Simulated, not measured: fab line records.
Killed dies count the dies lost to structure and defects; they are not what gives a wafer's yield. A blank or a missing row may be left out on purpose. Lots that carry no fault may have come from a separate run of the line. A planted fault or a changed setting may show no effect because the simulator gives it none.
2 desks looking at one fault -- flow ritCmos -- each desk has only its own numbers; what lay behind them comes last

== TOOL OWNER'S DESK, lpcvd-02 ==
The tool's own readings at RIT_ACTIVE_CVD_03 (deposits Si3N4 from SiH2Cl2/NH3, target thk 150 nm, time 1500 s): means of the sampled wafers that have a number, for each lot that ran on this tool. A lot is out of limits, marked OUT, if its mean lies more than 4 standard deviations from the usual mean; the brackets give that distance.
Columns: A = nh3FlowSccm at RIT_ACTIVE_CVD_03, usual 150.0 sccm; B = pressureMtorr at RIT_ACTIVE_CVD_03, usual 299.9 mTorr
lot,first seen here,A,B
L980,day 2 03:07,149.7,299.8
L994,day 5 03:46,150.4,301.0
L999,day 6 06:25,150.2,299.6
Finding of this desk: none of the 3 lots has anything out of limits.

== FROM THE METROLOGY DESK ==
Means of the sampled wafers that have a number, per lot and without regard to the tool the lot ran on: this is what the gauges read. A lot is out of limits, marked OUT, if its mean lies more than 4 standard deviations from the usual mean; the brackets give that distance.
Columns: A = INCOMING_BOW at RIT_ACTIVE_BOW_MEAS_00, usual 0 um; B = ACTIVE_OXIDE_THK at RIT_ACTIVE_THK_MEAS_02, usual 46.3 nm; C = cdNm at RIT_ACTIVE_CD_MEAS_11, usual 1400.7 nm; D = cdNm at RIT_ACTIVE_CD_MEAS_90, usual 1400.7 nm
lot,first seen here,A,B,C,D
L978,day 1 15:02,-2,47.0,1399.7,1399.6
L980,day 2 01:00,-3,45.6,1404.8,1404.8
L990,day 4 03:00,-2,46.5,1400.1,-
L991,day 4 08:00,4,44.7,1400.1,-
L992,day 4 13:01,-2,46.6,1401.1,-
L994,day 4 23:01,2,46.4,1405.3,1405.5
L999,day 6 00:00,0,46.2,1401.6,1402.0
Finding of this desk: none of the 7 lots has anything out of limits.

== ALL TOGETHER ==
The tool owner's desk saw nothing out of limits.
Nothing out of limits was seen by the metrology desk.

== WHAT THE SIMULATOR HAD INSERTED ==
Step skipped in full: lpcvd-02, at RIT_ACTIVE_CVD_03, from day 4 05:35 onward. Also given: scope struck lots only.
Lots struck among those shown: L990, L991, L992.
